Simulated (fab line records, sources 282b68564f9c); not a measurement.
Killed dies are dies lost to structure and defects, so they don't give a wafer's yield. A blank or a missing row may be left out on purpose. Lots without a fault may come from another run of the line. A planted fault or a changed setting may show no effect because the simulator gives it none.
fab line records | flow rit_cmos
record lots=14 wafers=42 last_day=7
route steps=202 shown PRETRO@72 M1@202
lots that met no fault: from a run of the same line without faults
start_h: hours from the record's first day to the start of the lot's first wafer shown | wait_h: hours since the lot's step before | " the same as in the row above | L1.1+2: a row that stands for several wafers | - no value, or no start given | * or withheld: withheld | < > ~ a bound
route shown NAME@n: a module of which the file shows steps, and the number in the route of the first | usual: mean/standard deviation of fault-free wafers | same: alike in all rows | chamber/n: place in a boat | sites: the reading at each site | _std_site: their standard deviation | _edge_site: outer sites' mean less inner sites' | radius_mm: how far each site lies from the wafer's centre | mask NAME#n: copy n | behind: the tool/chamber that last shaped the wafer | hold: why the lot was held/for how many hours/how that ended | device: the transistor (n, p or np) that didn't switch | end of line: the same wafers' tests at the end of the route | a step without rows: its recipe alone | killed: dies lost to structure and defects at the first sort, not the wafer's yield | map: a wafer's dies, x killed, . not, _ none there
set.NAME: the setting as run; set.NAME@STEP: as run at that earlier step | model.NAME: the simulator's own value behind a step, which no gauge read
steps of the route over a sample of lots; a table a step, a row a wafer
services: from which hour (start_h, from the record's first day; less than 0 if before it) a tool's chamber was out of use, for how many hours, and why
## steps
# step RIT_PRETRO_IMPLANT_08
# recipe species=B energy_kev=45 dose_cm2=1.2e+13 tilt_deg=7
# usual tilt_deg=6.995/0.018
# columns lot.wafer tool chamber start_h wait_h tilt_deg
L332.2 implanter-01 0 38.75 0.2 6.982
L332.4 " 0 " " 6.996
L332.6 " 0 " " 6.961
L333.1 implanter-02 0 46.40 0.2 6.982
L333.3 " 0 " " 6.961
L333.4 " 0 " " 7.020
L334.1 implanter-01 0 51.48 0.2 6.994
L334.4 " 0 " " 7.011
L334.6 " 0 " " 6.981
L335.3 implanter-02 0 52.75 0.2 7.019
L335.4 " 0 " " 6.994
L335.6 " 0 " " 7.010
L336.3 implanter-01 0 59.13 0.2 6.987
L336.4 " 0 " " 7.001
L336.6 " 0 " " 6.986
L337.1 implanter-03 0 63.26 0.2 6.984
L337.2 " 0 " " 6.996
L337.6 " 0 " " 6.996
L338.3 implanter-02 0 66.96 0.2 6.993
L338.4 " 0 " " 7.000
L338.5 " 0 " " 6.996
L339.2 implanter-02 0 74.06 0.2 6.966
L339.3 " 0 " " 7.003
L339.4 " 0 " " 6.997
L340.1 implanter-03 0 80.21 0.2 7.015
L340.2 " 0 " " 7.005
L340.3 " 0 " " 6.993
L341.1 implanter-03 0 87.92 0.2 6.959
L341.2 " 0 " " 6.983
L341.4 " 0 " " 6.987
L342.1 implanter-02 0 88.56 0.2 6.264
L342.4 " 0 " " 6.248
L342.5 " 0 " " 6.231
L346.1 implanter-02 0 107.43 0.2 6.276
L346.2 " 0 " " 6.227
L346.4 " 0 " " 6.255
L353.2 implanter-03 0 141.52 0.2 6.987
L353.3 " 0 " " 7.002
L353.4 " 0 " " 6.977
L354.1 implanter-03 0 147.88 0.2 7.000
L354.2 " 0 " " 7.001
L354.6 " 0 " " 7.002
# step RIT_M1_PROBE_99
# usual killed_at_contacts=0.1/0.34 killed_at_front_end=7.0/2.9 killed_dies=7.2/2.9 killed_on_rim=2.1/1.4 killed_open=3.6/1.9 killed_short=3.5/2.1
# same gross_dies=264 killed_at_M0_to_M3=0 killed_at_M4_up=0 killed_at_back_side=0 killed_at_other=0
# columns lot.wafer tool chamber start_h wait_h killed_at_contacts killed_at_front_end killed_dies killed_on_rim killed_open killed_short
L332.2 prober-01 - 67.48 0.1 0 8 8 2 4 4
L332.4 prober-01 - 67.58 0.2 0 9 9 1 4 5
L332.6 prober-01 - 67.68 0.2 0 6 6 1 5 1
L333.1 prober-02 - 73.78 0.1 0 9 9 1 6 3
L333.3 prober-02 - 73.88 0.2 0 7 7 1 5 2
L333.4 prober-02 - 73.93 0.2 0 5 5 1 3 2
L334.1 prober-01 - 77.00 0.1 0 9 9 3 4 5
L334.4 prober-01 - 77.15 0.2 0 9 9 2 5 3
L334.6 prober-01 - 77.25 0.2 0 13 13 4 5 8
L335.3 prober-01 - 81.98 0.2 0 6 6 1 4 2
L335.4 prober-01 - 82.03 0.2 0 6 6 3 2 4
L335.6 prober-01 - 82.13 0.2 0 11 11 5 4 7
L336.3 prober-02 - 88.77 0.2 0 10 10 2 6 4
L336.4 prober-02 - 88.82 0.2 2 4 6 4 3 3
L336.6 prober-02 - 88.92 0.2 1 7 8 1 7 1
L337.1 prober-01 - 90.53 0.1 0 6 6 2 1 5
L337.2 prober-01 - 90.58 0.1 0 11 11 4 6 5
L337.6 prober-01 - 90.78 0.2 0 6 6 1 1 5
L338.3 prober-02 - 95.48 0.2 0 9 9 4 4 5
L338.4 prober-02 - 95.53 0.2 0 3 3 2 3 0
L338.5 prober-02 - 95.58 0.2 0 6 6 1 4 2
L339.2 prober-01 - 103.70 0.1 0 7 7 2 4 3
L339.3 prober-01 - 103.75 0.2 0 10 10 1 7 3
L339.4 prober-01 - 103.80 0.2 0 6 6 3 3 3
L340.1 prober-02 - 112.49 0.1 0 8 8 1 5 3
L340.2 prober-02 - 112.54 0.1 0 4 4 2 3 1
L340.3 prober-02 - 112.59 0.2 0 5 5 2 1 4
L341.1 prober-02 - 113.99 0.1 0 11 11 2 4 7
L341.2 prober-02 - 114.04 0.1 1 8 9 4 4 5
L341.4 prober-02 - 114.14 0.2 0 9 9 3 5 3
L342.1 prober-02 - 117.51 0.1 1 9 10 2 4 6
L342.4 prober-02 - 117.66 0.2 0 4 4 1 2 2
L342.5 prober-02 - 117.71 0.2 0 6 6 2 5 1
L346.1 prober-02 - 134.22 0.1 0 7 7 2 3 4
L346.2 prober-02 - 134.27 0.1 0 5 5 2 5 0
L346.4 prober-02 - 134.37 0.2 0 7 7 3 2 5
L353.2 prober-01 - 169.41 0.1 0 2 2 2 2 0
L353.3 prober-01 - 169.46 0.2 0 6 6 3 3 2
L353.4 prober-01 - 169.51 0.2 0 6 6 3 5 1
L354.1 prober-02 - 175.68 0.1 1 14 15 3 7 8
L354.2 prober-02 - 175.73 0.1 0 12 12 4 5 7
L354.6 prober-02 - 175.93 0.2 0 10 10 5 3 7
# killed by level:class
L332.2 GATE:geometric_particle:open=3 GATE:geometric_particle:short=3 REOX:geometric_particle:open=1 SILICIDE:geometric_particle:short=1
L332.4 REOX:geometric_particle:open=3 FOX1:geometric_particle:short=2 REOX:geometric_particle:short=2 GATE:geometric_particle:short=1 GATE:geometric_particle:open=1
L332.6 FOX1:geometric_particle:open=2 GATE:geometric_particle:open=2 FOX2:geometric_particle:open=1 FOX2:geometric_particle:short=1
L333.1 GATE:geometric_particle:open=3 SILICIDE:geometric_particle:open=2 FOX1:geometric_particle:short=1 FOX2:geometric_particle:open=1 GATE:geometric_particle:short=1 SPACER:geometric_particle:short=1
L333.3 GATE:geometric_particle:open=4 GATE:geometric_particle:short=1 SPACER:geometric_particle:open=1 SILICIDE:geometric_particle:short=1
L333.4 FOX1:geometric_particle:open=2 GATE:geometric_particle:short=2 REOX:geometric_particle:open=1
L334.1 SPACER:geometric_particle:open=2 SILICIDE:geometric_particle:short=2 FOX1:geometric_particle:short=1 FOX2:geometric_particle:open=1 GATE:geometric_particle:short=1 SPACER:geometric_particle:short=1 SILICIDE:geometric_particle:open=1
L334.4 GATE:geometric_particle:open=2 FOX1:geometric_particle:short=1 FOX2:geometric_particle:open=1 FOX2:geometric_particle:short=1 GATE:geometric_particle:short=1 SPACER:geometric_particle:open=1 SILICIDE:geometric_particle:open=1 PLDD:coat_microbubble_printed=1
L334.6 SPACER:geometric_particle:short=4 SILICIDE:geometric_particle:short=4 SILICIDE:geometric_particle:open=2 FOX1:geometric_particle:open=1 REOX:geometric_particle:open=1 SPACER:geometric_particle:open=1
L335.3 GATE:geometric_particle:open=2 FOX1:geometric_particle:open=1 GATE:geometric_particle:short=1 REOX:geometric_particle:open=1 REOX:geometric_particle:short=1
L335.4 REOX:geometric_particle:short=2 REOX:geometric_particle:open=2 FOX1:geometric_particle:short=1 GATE:geometric_particle:short=1
L335.6 SILICIDE:geometric_particle:short=3 GATE:geometric_particle:short=2 REOX:geometric_particle:open=2 SILICIDE:geometric_particle:open=2 FOX1:geometric_particle:short=1 REOX:geometric_particle:short=1
L336.3 GATE:geometric_particle:open=4 GATE:geometric_particle:short=3 FOX1:geometric_particle:open=2 FOX1:geometric_particle:short=1
L336.4 CONTACT:geometric_particle:open=2 FOX1:geometric_particle:open=1 GATE:geometric_particle:short=1 SPACER:geometric_particle:short=1 SILICIDE:geometric_particle:short=1
L336.6 GATE:geometric_particle:open=4 FOX1:geometric_particle:open=1 GATE:geometric_particle:short=1 SPACER:geometric_particle:open=1 CONTACT:geometric_particle:open=1
L337.1 GATE:geometric_particle:short=2 FOX1:geometric_particle:short=1 GATE:geometric_particle:open=1 SPACER:geometric_particle:short=1 SILICIDE:geometric_particle:short=1
L337.2 GATE:geometric_particle:open=3 SPACER:geometric_particle:short=3 GATE:geometric_particle:short=2 REOX:geometric_particle:open=1 SPACER:geometric_particle:open=1 SILICIDE:geometric_particle:open=1
L337.6 SPACER:geometric_particle:short=2 SILICIDE:geometric_particle:short=2 GATE:geometric_particle:open=1 GATE:geometric_particle:short=1
L338.3 GATE:geometric_particle:open=2 GATE:geometric_particle:short=2 FOX2:geometric_particle:short=1 FOX2:geometric_particle:open=1 SPACER:geometric_particle:open=1 SPACER:geometric_particle:short=1 SILICIDE:geometric_particle:short=1
L338.4 GATE:geometric_particle:open=2 SPACER:geometric_particle:open=1
L338.5 GATE:geometric_particle:open=2 REOX:geometric_particle:open=2 GATE:geometric_particle:short=1 SPACER:geometric_particle:short=1
L339.2 GATE:geometric_particle:open=4 FOX1:geometric_particle:short=2 SILICIDE:geometric_particle:short=1
L339.3 FOX1:geometric_particle:open=2 FOX1:geometric_particle:short=2 GATE:geometric_particle:open=2 SILICIDE:geometric_particle:open=2 REOX:geometric_particle:open=1 SILICIDE:geometric_particle:short=1
L339.4 SPACER:geometric_particle:open=3 SILICIDE:geometric_particle:short=2 SPACER:geometric_particle:short=1
L340.1 GATE:geometric_particle:open=3 GATE:geometric_particle:short=2 FOX1:geometric_particle:open=1 FOX1:geometric_particle:short=1 SPACER:geometric_particle:open=1
L340.2 GATE:geometric_particle:open=1 GATE:geometric_particle:short=1 REOX:geometric_particle:open=1 SPACER:geometric_particle:open=1
L340.3 FOX1:geometric_particle:short=1 GATE:geometric_particle:short=1 REOX:geometric_particle:open=1 REOX:geometric_particle:short=1 SILICIDE:geometric_particle:short=1
L341.1 GATE:geometric_particle:short=3 FOX1:geometric_particle:short=2 GATE:geometric_particle:open=2 FOX1:geometric_particle:open=1 FOX2:geometric_particle:short=1 SPACER:geometric_particle:open=1 SPACER:geometric_particle:short=1
L341.2 GATE:geometric_particle:short=3 GATE:geometric_particle:open=2 FOX1:geometric_particle:open=1 SPACER:geometric_particle:open=1 SILICIDE:geometric_particle:short=1 CONTACT:geometric_particle:short=1
L341.4 FOX1:geometric_particle:open=3 FOX2:geometric_particle:open=2 FOX1:geometric_particle:short=1 GATE:geometric_particle:short=1 SILICIDE:geometric_particle:short=1 NWELL:coat_microbubble_printed=1
L342.1 REOX:geometric_particle:open=3 REOX:geometric_particle:short=3 FOX1:geometric_particle:short=1 SPACER:geometric_particle:short=1 SPACER:geometric_particle:open=1 CONTACT:geometric_particle:short=1
L342.4 GATE:geometric_particle:short=1 GATE:geometric_particle:open=1 REOX:geometric_particle:short=1 SILICIDE:geometric_particle:open=1
L342.5 FOX1:geometric_particle:open=2 GATE:geometric_particle:open=2 SPACER:geometric_particle:open=1 SILICIDE:geometric_particle:short=1
L346.1 GATE:geometric_particle:open=2 GATE:geometric_particle:short=1 REOX:geometric_particle:short=1 REOX:geometric_particle:open=1 SPACER:geometric_particle:short=1 SILICIDE:geometric_particle:short=1
L346.2 GATE:geometric_particle:open=2 SILICIDE:geometric_particle:open=2 SPACER:geometric_particle:open=1
L346.4 GATE:geometric_particle:short=2 SILICIDE:geometric_particle:short=2 FOX1:geometric_particle:short=1 REOX:geometric_particle:open=1 SILICIDE:geometric_particle:open=1
L353.2 GATE:geometric_particle:open=1 REOX:geometric_particle:open=1
L353.3 FOX1:geometric_particle:short=1 REOX:geometric_particle:open=1 SPACER:geometric_particle:short=1 SPACER:geometric_particle:open=1 SILICIDE:geometric_particle:open=1 NWELL:coat_microbubble_printed=1
L353.4 FOX1:geometric_particle:open=2 GATE:geometric_particle:open=2 FOX1:geometric_particle:short=1 SILICIDE:geometric_particle:open=1
L354.1 FOX2:geometric_particle:short=4 GATE:geometric_particle:short=2 GATE:geometric_particle:open=2 SPACER:geometric_particle:open=2 FOX1:geometric_particle:short=1 FOX1:geometric_particle:open=1 REOX:geometric_particle:short=1 SILICIDE:geometric_particle:open=1
L354.2 SPACER:geometric_particle:short=3 FOX1:geometric_particle:open=2 REOX:geometric_particle:short=2 SPACER:geometric_particle:open=2 FOX2:geometric_particle:open=1 FOX2:geometric_particle:short=1 GATE:geometric_particle:short=1
L354.6 FOX2:geometric_particle:short=2 FOX1:geometric_particle:open=1 FOX1:geometric_particle:short=1 GATE:geometric_particle:short=1 REOX:geometric_particle:short=1 SPACER:geometric_particle:short=1 SPACER:geometric_particle:open=1 SILICIDE:geometric_particle:short=1
## services
# columns tool chamber start_h hours kind
implanter-02 - 15.86 2.6 repair
implanter-03 - 16.32 6.1 repair
implanter-02 - 59.75 6.0 repair
implanter-02 - 76.95 4.1 repair
implanter-01 - 107.89 7.4 repair
implanter-01 - 125.41 3.2 pm
implanter-03 - 128.68 3.1 repair
## key
first_sign step=RIT_PRETRO_IMPLANT_08 reading=tilt_deg direction=down sigmas=41 usual=6.995 struck=6.250
effect none on later readings
met_at RIT_PRETRO_IMPLANT_08
struck_lots L342,L346
tester_left_out L342,L346
onset_between 74.06 88.56
fault kind=process_parameter_drift tool=implanter-02 chamber=- onset_h=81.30 steps=RIT_PRETRO_IMPLANT_08 channel=tilt_deg offset=-0.74186 shape=step end_h=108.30 acts_in=these_recipes_only stated=7
# tester_left_out: of these lots the tester's yield and bins aren't shown, on N5 and GAA mostly nor the transistor test; their killed dies are dies lost to structure and defects alone, not to doping, threshold or leakage, so they don't give the yield
